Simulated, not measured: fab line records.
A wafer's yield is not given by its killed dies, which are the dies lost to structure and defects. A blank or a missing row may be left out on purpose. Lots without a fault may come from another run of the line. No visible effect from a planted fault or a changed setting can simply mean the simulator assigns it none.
Which tool was responsible? | flow rit cmos | Sampling: 7 lots, 21 wafers, 2 of 202 route steps

## WHAT EACH GAUGE READ, for each wafer
RIT_NRETRO_OVL_MEAS_06.
lot  | measured    | on         | NRETRO_OVL (nm)
L993 | day 2 17:16 | overlay-02 | 0.1 -1.8 -1.8
L996 | day 3 07:10 | overlay-02 | 1.5 -0.1 2.1
L998 | day 3 21:35 | overlay-01 | 1.1 2.0 -0.5
L101 | day 4 10:12 | overlay-02 | -2.1 0.0 -0.1
L109 | day 5 23:55 | overlay-01 | -180.0 -177.3 -178.6
L111 | day 6 14:19 | overlay-01 | 0.8 0.5 0.3
L113 | day 6 20:25 | overlay-02 | 0.9 0.5 -0.9

## TOOL THAT RAN EACH LOT (tool first, then ch and the chambers of the sampled wafers, then the start)
lot  | RIT_NRETRO_EXPOSE_03
L993 | iline stepper-01 ch 0, day 2 16:50
L996 | iline stepper-01 ch 0, day 3 06:45
L998 | iline stepper-01 ch 0, day 3 21:09
L101 | iline stepper-02 ch 0, day 4 09:46
L109 | iline stepper-01 ch 0, day 5 23:29
L111 | iline stepper-02 ch 0, day 6 13:53
L113 | iline stepper-02 ch 0, day 6 20:00
- RIT_NRETRO_EXPOSE_03: exposes mask M4, target cd 43900 nm.

## THE ANSWER, worked out from the rows above alone
Rule: the usual values come from the lots themselves. Put in order of their means at a reading, lots are off if they are a third of the lots or fewer, leave a main group of 4 or more, and stand apart from it by a gap of 3 or more times the standard deviation of the main group's means; of several such gaps the widest counts. Not used: any main group whose means are identical at the precision the tables above print for the reading. A lot without any number at a reading at which 4 lots or more have one is off too. The other lots that the step has rows for count as sound.
Off: at RIT_NRETRO_OVL_MEAS_06 (NRETRO_OVL), L109. Main group: mean 0.1 nm, sd 0.84.
If a tool, at a process step before that reading, ran all the lots that are off and no sound lot after the first of them, it fits. The gauges at RIT_NRETRO_OVL_MEAS_06 are tried like those tools. One candidate fits, namely iline stepper-01 at RIT_NRETRO_EXPOSE_03. A fault onset in the window from L998 (day 3 21:09, its last sound lot) to L109 (day 5 23:29, its first lot off) fits.

## WHAT WAS PUT IN BY THE SIMULATOR
Scanner matching overlay: iline stepper-01, from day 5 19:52 on, at RIT_NRETRO_EXPOSE_03. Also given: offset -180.
Struck lots among those shown: L109. The rule given above showed the same thing.
